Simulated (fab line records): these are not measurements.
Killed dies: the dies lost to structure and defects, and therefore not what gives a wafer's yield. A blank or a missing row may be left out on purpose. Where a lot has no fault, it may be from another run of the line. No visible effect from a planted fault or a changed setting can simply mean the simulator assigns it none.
fab line records -- flow rit_cmos
record: lots: 12, wafers: 36, last_day: 7
route steps=202 shown PLDD@116 M1@202
lots that met no fault: taken from a fault-free run of the same line
start_h: the number of hours between the record's first day and the start of the first shown wafer of the lot -- wait_h: hours elapsed since this lot's preceding step -- " unchanged from the row above -- L1.1+2: several wafers, shown together as one row -- - no value present, or no start provided -- * or withheld: withheld -- < > ~ a bound
route shown NAME@n: names a module that has steps shown in the file, with the first one's number in the route -- usual: mean/standard deviation taken from wafers without a fault -- same: alike in all rows -- chamber/n: place in a boat -- sites: per-site readings -- _std_site: how widely they spread, as a standard deviation -- _edge_site: inner sites' mean taken away from outer sites' mean -- radius_mm: for every site, how far away it sits from the centre of the wafer -- mask NAME#n: copy n -- behind: the tool/chamber that last shaped the wafer -- hold: why the lot was held/for how many hours/how that ended -- device: the transistor (n, p or np) that didn't switch -- end of line: tests run on the same wafers once the route is complete -- a step with no rows: only its recipe -- killed: at the first sort, the dies lost to defects and structure; wafer yield is something else -- map: dies across one wafer; x = killed, . = not, _ = none there
set.NAME: the setting the step ran with; set.NAME@STEP: the setting that earlier step ran with -- model.NAME: the simulator's own value behind a step, which no gauge read
steps of the route over a sample of lots; a table a step, a row a wafer
== steps ==
step: RIT_PLDD_SOFTBAKE_02
recipe: resist: NOVOLAK, temp_c: 90, time_s: 60
usual: heater_power_total_W: 34.56/0.048, plate_temp_C: 90.02/0.1
same: time_s: 60
lot.wafer,tool,chamber,start_h,wait_h,heater_power_total_W,plate_temp_C
L407.2,litho_track-01,0,44.45,0.1,34.46,89.89
L407.4,litho_track-01,0,44.45,0.1,34.60,89.99
L407.5,litho_track-01,0,44.45,0.1,34.58,90.10
L417.4,litho_track-03,0,97.10,0.1,33.51,87.91
L417.5,litho_track-03,0,97.10,0.1,33.56,87.97
L417.6,litho_track-03,0,97.10,0.1,33.49,88.03
L419.1,litho_track-03,0,105.37,0.1,33.48,87.86
L419.5,litho_track-03,0,105.37,0.1,33.54,88.12
L419.6,litho_track-03,0,105.37,0.1,33.52,88.09
L420.1,litho_track-01,0,111.58,0.1,34.61,89.93
L420.2,litho_track-01,0,111.58,0.1,34.59,89.92
L420.6,litho_track-01,0,111.58,0.1,34.58,89.96
L422.1,litho_track-04,0,118.69,0.1,34.53,90.06
L422.2,litho_track-04,0,118.69,0.1,34.51,90.29
L422.5,litho_track-04,0,118.69,0.1,34.59,90.18
L423.1,litho_track-01,0,124.14,0.1,34.53,89.97
L423.3,litho_track-01,0,124.14,0.1,34.52,89.98
L423.4,litho_track-01,0,124.14,0.1,34.59,90.04
L424.2,litho_track-01,0,129.99,0.1,34.58,90.03
L424.4,litho_track-01,0,129.99,0.1,34.60,89.81
L424.5,litho_track-01,0,129.99,0.1,34.50,89.92
L425.1,litho_track-04,0,137.12,0.1,34.55,89.91
L425.2,litho_track-04,0,137.12,0.1,34.48,90.08
L425.4,litho_track-04,0,137.12,0.1,34.59,90.11
L426.2,litho_track-04,0,141.70,0.1,34.51,90.16
L426.3,litho_track-04,0,141.70,0.1,34.43,90.24
L426.4,litho_track-04,0,141.70,0.1,34.53,89.93
L427.2,litho_track-01,0,144.37,0.1,34.61,90.04
L427.3,litho_track-01,0,144.37,0.1,34.50,90.05
L427.5,litho_track-01,0,144.37,0.1,34.64,90.01
L428.2,litho_track-04,0,153.96,0.1,34.56,90.15
L428.5,litho_track-04,0,153.96,0.1,34.56,89.96
L428.6,litho_track-04,0,153.96,0.1,34.62,90.19
L430.2,litho_track-01,0,161.51,0.1,34.58,90.18
L430.3,litho_track-01,0,161.51,0.1,34.59,90.06
L430.4,litho_track-01,0,161.51,0.1,34.45,90.22
step: RIT_M1_PROBE_99
usual: killed_at_front_end: 7/3.1, killed_dies: 7/3.1, killed_open: 3.5/2, killed_short: 3.3/2
same: gross_dies: 264, killed_at_M0_to_M3: 0, killed_at_M4_up: 0, killed_at_back_side: 0, killed_at_contacts: 0, killed_at_other: 0
lot.wafer,tool,chamber,start_h,wait_h,killed_at_front_end,killed_dies,killed_open,killed_short
L407.2,prober-02,-,60.72,0.1,14,14,9,5
L407.4,prober-02,-,60.82,0.2,5,5,2,3
L407.5,prober-02,-,60.87,0.2,6,6,4,2
L417.4,prober-02,-,114.28,0.2,7,7,2,5
L417.5,prober-02,-,114.33,0.2,6,6,3,3
L417.6,prober-02,-,114.38,0.2,9,9,5,4
L419.1,prober-02,-,121.16,0.1,4,4,1,3
L419.5,prober-02,-,121.36,0.2,6,6,2,4
L419.6,prober-02,-,121.41,0.2,7,7,3,4
L420.1,prober-01,-,126.41,0.1,9,9,4,5
L420.2,prober-01,-,126.46,0.1,10,10,5,5
L420.6,prober-01,-,126.66,0.2,10,10,4,6
L422.1,prober-01,-,133.35,0.1,7,7,5,2
L422.2,prober-01,-,133.40,0.1,7,7,6,1
L422.5,prober-01,-,133.55,0.2,6,6,3,3
L423.1,prober-02,-,139.08,0.1,7,7,5,2
L423.3,prober-02,-,139.18,0.2,7,7,4,3
L423.4,prober-02,-,139.23,0.2,13,13,4,9
L424.2,prober-01,-,146.04,0.1,10,10,7,3
L424.4,prober-01,-,146.14,0.2,3,3,2,1
L424.5,prober-01,-,146.19,0.2,7,7,3,4
L425.1,prober-02,-,152.57,0.1,7,7,2,5
L425.2,prober-02,-,152.62,0.1,8,8,1,7
L425.4,prober-02,-,152.72,0.2,3,3,1,2
L426.2,prober-01,-,156.64,0.1,5,5,2,3
L426.3,prober-01,-,156.69,0.2,5,5,1,4
L426.4,prober-01,-,156.74,0.2,7,7,3,4
L427.2,prober-02,-,159.04,0.1,6,6,3,3
L427.3,prober-02,-,159.09,0.2,3,3,2,1
L427.5,prober-02,-,159.19,0.2,4,4,2,2
L428.2,prober-01,-,169.82,0.1,5,5,1,4
L428.5,prober-01,-,169.97,0.2,3,3,1,2
L428.6,prober-01,-,170.02,0.2,1,1,0,1
L430.2,prober-01,-,176.27,0.1,7,7,2,5
L430.3,prober-01,-,176.32,0.2,13,13,9,4
L430.4,prober-01,-,176.37,0.2,5,5,3,2
killed by level:class
L407.2 FOX1:geometric_particle:short=3 FOX1:geometric_particle:open=2 GATE:geometric_particle:open=2 SILICIDE:geometric_particle:open=2 FOX2:geometric_particle:open=1 REOX:geometric_particle:open=1 REOX:geometric_particle:short=1 SPACER:geometric_particle:open=1
L407.4 FOX1:geometric_particle:open=1 GATE:geometric_particle:short=1 REOX:geometric_particle:short=1 SPACER:geometric_particle:open=1 SILICIDE:geometric_particle:short=1
L407.5 FOX2:geometric_particle:open=2 FOX1:geometric_particle:open=1 GATE:geometric_particle:short=1 REOX:geometric_particle:open=1 REOX:geometric_particle:short=1
L417.4 SILICIDE:geometric_particle:short=2 FOX1:geometric_particle:short=1 GATE:geometric_particle:short=1 REOX:geometric_particle:open=1 REOX:geometric_particle:short=1 SILICIDE:geometric_particle:open=1
L417.5 SILICIDE:geometric_particle:short=3 GATE:geometric_particle:open=2 SILICIDE:geometric_particle:open=1
L417.6 GATE:geometric_particle:open=3 FOX1:geometric_particle:open=2 SPACER:geometric_particle:short=2 GATE:geometric_particle:short=1 REOX:geometric_particle:short=1
L419.1 FOX2:geometric_particle:short=1 GATE:geometric_particle:open=1 GATE:geometric_particle:short=1 SPACER:geometric_particle:short=1
L419.5 GATE:geometric_particle:short=2 FOX1:geometric_particle:short=1 FOX2:geometric_particle:open=1 REOX:geometric_particle:short=1 SPACER:geometric_particle:open=1
L419.6 FOX2:geometric_particle:short=2 GATE:geometric_particle:open=2 GATE:geometric_particle:short=2 SPACER:geometric_particle:open=1
L420.1 GATE:geometric_particle:open=3 FOX1:geometric_particle:short=1 FOX2:geometric_particle:short=1 REOX:geometric_particle:short=1 REOX:geometric_particle:open=1 SPACER:geometric_particle:short=1 SILICIDE:geometric_particle:short=1
L420.2 FOX1:geometric_particle:open=2 SPACER:geometric_particle:open=2 SPACER:geometric_particle:short=1 FOX1:geometric_particle:short=1 FOX2:geometric_particle:short=1 GATE:geometric_particle:short=1 REOX:geometric_particle:open=1 REOX:geometric_particle:short=1
L420.6 GATE:geometric_particle:short=4 REOX:geometric_particle:open=2 FOX1:geometric_particle:open=1 FOX1:geometric_particle:short=1 FOX2:geometric_particle:short=1 SILICIDE:geometric_particle:open=1
L422.1 ACTIVE:geometric_particle:open=1 FOX1:geometric_particle:open=1 FOX2:geometric_particle:open=1 GATE:geometric_particle:short=1 REOX:geometric_particle:short=1 REOX:geometric_particle:open=1 SPACER:geometric_particle:open=1
L422.2 GATE:geometric_particle:open=3 SILICIDE:geometric_particle:open=2 FOX1:geometric_particle:open=1 SPACER:geometric_particle:short=1
L422.5 FOX2:geometric_particle:short=2 FOX2:geometric_particle:open=1 GATE:geometric_particle:open=1 GATE:geometric_particle:short=1 REOX:geometric_particle:open=1
L423.1 FOX1:geometric_particle:open=2 SPACER:geometric_particle:open=2 FOX1:geometric_particle:short=1 GATE:geometric_particle:open=1 GATE:geometric_particle:short=1
L423.3 FOX1:geometric_particle:short=1 FOX1:geometric_particle:open=1 GATE:geometric_particle:open=1 GATE:geometric_particle:short=1 REOX:geometric_particle:open=1 SPACER:geometric_particle:short=1 SPACER:geometric_particle:open=1
L423.4 GATE:geometric_particle:short=5 GATE:geometric_particle:open=3 FOX1:geometric_particle:short=2 FOX1:geometric_particle:open=1 REOX:geometric_particle:short=1 SILICIDE:geometric_particle:short=1
L424.2 GATE:geometric_particle:open=4 GATE:geometric_particle:short=2 FOX2:geometric_particle:open=1 REOX:geometric_particle:open=1 SPACER:geometric_particle:open=1 SILICIDE:geometric_particle:short=1
L424.4 GATE:geometric_particle:open=2 GATE:geometric_particle:short=1
L424.5 FOX1:geometric_particle:short=2 GATE:geometric_particle:open=2 GATE:geometric_particle:short=2 REOX:geometric_particle:open=1
L425.1 REOX:geometric_particle:short=4 SPACER:geometric_particle:open=2 SPACER:geometric_particle:short=1
L425.2 SPACER:geometric_particle:short=4 FOX1:geometric_particle:short=1 GATE:geometric_particle:short=1 REOX:geometric_particle:open=1 REOX:geometric_particle:short=1
L425.4 GATE:geometric_particle:short=2 REOX:geometric_particle:open=1
L426.2 GATE:geometric_particle:open=2 ACTIVE:geometric_particle:short=1 REOX:geometric_particle:short=1 SPACER:geometric_particle:short=1
L426.3 GATE:geometric_particle:short=2 REOX:geometric_particle:short=1 SILICIDE:geometric_particle:short=1 SILICIDE:geometric_particle:open=1
L426.4 GATE:geometric_particle:open=3 SILICIDE:geometric_particle:short=2 FOX2:geometric_particle:short=1 REOX:geometric_particle:short=1
L427.2 GATE:geometric_particle:open=3 GATE:geometric_particle:short=2 FOX1:geometric_particle:short=1
L427.3 FOX1:geometric_particle:short=1 FOX2:geometric_particle:open=1 REOX:geometric_particle:open=1
L427.5 FOX1:geometric_particle:short=2 GATE:geometric_particle:open=1 SPACER:geometric_particle:open=1
L428.2 GATE:geometric_particle:short=3 GATE:geometric_particle:open=1 SPACER:geometric_particle:short=1
L428.5 GATE:geometric_particle:short=1 SPACER:geometric_particle:short=1 SPACER:geometric_particle:open=1
L428.6 FOX1:geometric_particle:short=1
L430.2 FOX1:geometric_particle:short=4 GATE:geometric_particle:short=1 REOX:geometric_particle:open=1 SPACER:geometric_particle:open=1
L430.3 GATE:geometric_particle:open=5 GATE:geometric_particle:short=3 REOX:geometric_particle:open=2 FOX1:geometric_particle:open=1 FOX1:geometric_particle:short=1 SPACER:geometric_particle:open=1
L430.4 FOX1:geometric_particle:short=2 GATE:geometric_particle:open=2 SPACER:geometric_particle:open=1
== key ==
first_sign: step: RIT_PLDD_SOFTBAKE_02, reading: heater_power_total_W, direction: down, sigmas: 22, usual: 34.56, struck: 33.52
effect: step: RIT_PLDD_SOFTBAKE_02, reading: plate_temp_C, direction: down, sigmas: 19, usual: *, struck: *
met_at RIT_PLDD_SOFTBAKE_02
struck_lots L417,L419
tester_left_out L417,L419
loop_trim: step: RIT_M1_EXPOSE_06, setting: dose, lots: L417,L419
fault: kind: process_parameter_drift, tool: litho_track-03, chamber: -, onset_h: 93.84, steps: RIT_PLDD_SOFTBAKE_02, channel: temp_c, offset: *, shape: step, end_h: 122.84, acts_in: *, stated: *
tester_left_out: of these lots the tester's yield and bins aren't shown, on N5 and GAA mostly nor the transistor test; their killed dies are dies lost to structure and defects alone, not to doping, threshold or leakage, so they don't give the yield
loop_trim: a control loop set the setting to another value than it would have without faults
